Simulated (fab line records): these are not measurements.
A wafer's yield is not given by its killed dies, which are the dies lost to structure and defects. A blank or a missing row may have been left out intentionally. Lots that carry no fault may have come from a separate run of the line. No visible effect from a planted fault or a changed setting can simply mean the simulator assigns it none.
A lot that was struck, set against a sound lot | flow berkeley cmos170 | 15 steps out of a route of 331
Sound: the wafers L576.2, L576.4, L576.6. Wafers L588.1, L588.2, L588.5 were the ones struck. The cause is given at the end.
For every step that has rows: the tool of each side, followed by ch and its chambers, followed by its first start. Under that, the readings that differ: sound wafers | struck wafers | difference of the means | sigmas: that difference in standard deviations of wafers without a fault.
alike: words and numbers the same on both sides, and readings whose means are apart by under 2 such deviations; not compared: readings that were withheld, readings missing a value for some wafer, numbers with overlapping values and no deviation given by the record, and bounds like >300 which may hide the same value.
Wherever a step has rows on one side only, a row that says differs or no value, or a row with sigmas, the two part there. When numbers do not overlap yet have no deviation, they are printed without sigmas and do not part them. Lack of a reading on every wafer of one side parts them only where that side has two or more wafers.

first, 1 step without rows for these wafers: UCB170_V1_DEVELOP_11 (develop time 45 s).
UCB170_V1_CD_MEAS_12 targets a cd of 700 nm.
  sound on cd sem-01, day 9 05:38; struck on cd sem-01, day 11 08:49
  alike: cd nm
UCB170_V1_OVL_MEAS_13:
  sound on overlay-02, day 9 05:44; struck on overlay-01, day 11 08:56
  alike: V1_OVL
UCB170_V1_ETCH_14: etches SiO2 in CHF3/CF4/Ar, stops on Al, target depth 1250 nm, time 291 s.
  sound on rie diel-04 ch 1,3, day 9 05:46; struck on rie diel-02 ch 1,2, day 11 08:58
  alike: drypump motor current A, oes product au, throttle valve pct
  not compared: rf hours counter h
UCB170_V1_STRIP_15: strips in O2.
  sound on plasma asher-03 ch 0, day 9 05:57; struck on plasma asher-01 ch 0,1, day 11 09:08
  alike: drypump motor current A, o2 flow sccm, oes product au, strip time to endpoint s
  not compared: rf hours counter h
UCB170_V1_CD_MEAS_90 targets a cd of 700 nm.
  sound on cd sem-02, day 9 06:04; struck on cd sem-01, day 11 09:14
  alike: cd nm
then, 1 step without rows for these wafers: UCB170_M2_PRE_CLEAN_00 (preclean etch time 60 s).
UCB170_M2_SPUTTER_01: material Al, target thk 900 nm, time 120 s.
  sound on pvd sputter-02, day 9 06:14; struck on pvd sputter-02, day 11 09:26
  alike: cathode dc power W, throttle valve pct
UCB170_M2_RS_MEAS_02: measures by four-point-probe.
  sound on film metro-04, day 9 06:20; struck on film metro-01, day 11 09:32
  alike: M2_AL_RS
UCB170_M2_THK_MEAS_03: measures by xrf.
  sound on film metro-04, day 9 06:27; struck on film metro-01, day 11 09:39
  alike: M2_AL_THK
then, 2 steps without rows for these wafers: UCB170_M2_HMDS_04 (prime time 60 s); UCB170_M2_COAT_05 (resist thk 900 nm).
UCB170_M2_SOFTBAKE_06: time 60 s.
  sound on litho track-01 ch 0, day 9 06:50; struck on litho track-01 ch 0, day 11 10:02
  reading                  | sound                | struck               | difference | sigmas
  heater power total W (W) | 56.87 56.85 56.82    | 58.15 58.11 58.11    | +1.28      | +30
  plate temp C (C)         | 129.93 129.93 129.88 | 131.99 132.14 132.18 | +2.19      | +17
UCB170_M2_STRIP_07: strips in O2.
  sound on plasma asher-03 ch 1, day 9 06:57; struck on plasma asher-03 ch 0,1, day 11 10:11
  alike: drypump motor current A, o2 flow sccm, oes product au, strip time to endpoint s
  not compared: rf hours counter h
UCB170_M3_PROBE_99:
  sound wafers here have rows in the record (prober-01, day 9 17:31); struck ones have none

## WHERE THEY PART
First at UCB170_M2_SOFTBAKE_06; last, within this record, at UCB170_M3_PROBE_99.

WHY: what the simulator had put in
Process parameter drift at UCB170_M2_SOFTBAKE_06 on litho track-01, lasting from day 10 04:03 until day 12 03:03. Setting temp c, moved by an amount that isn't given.
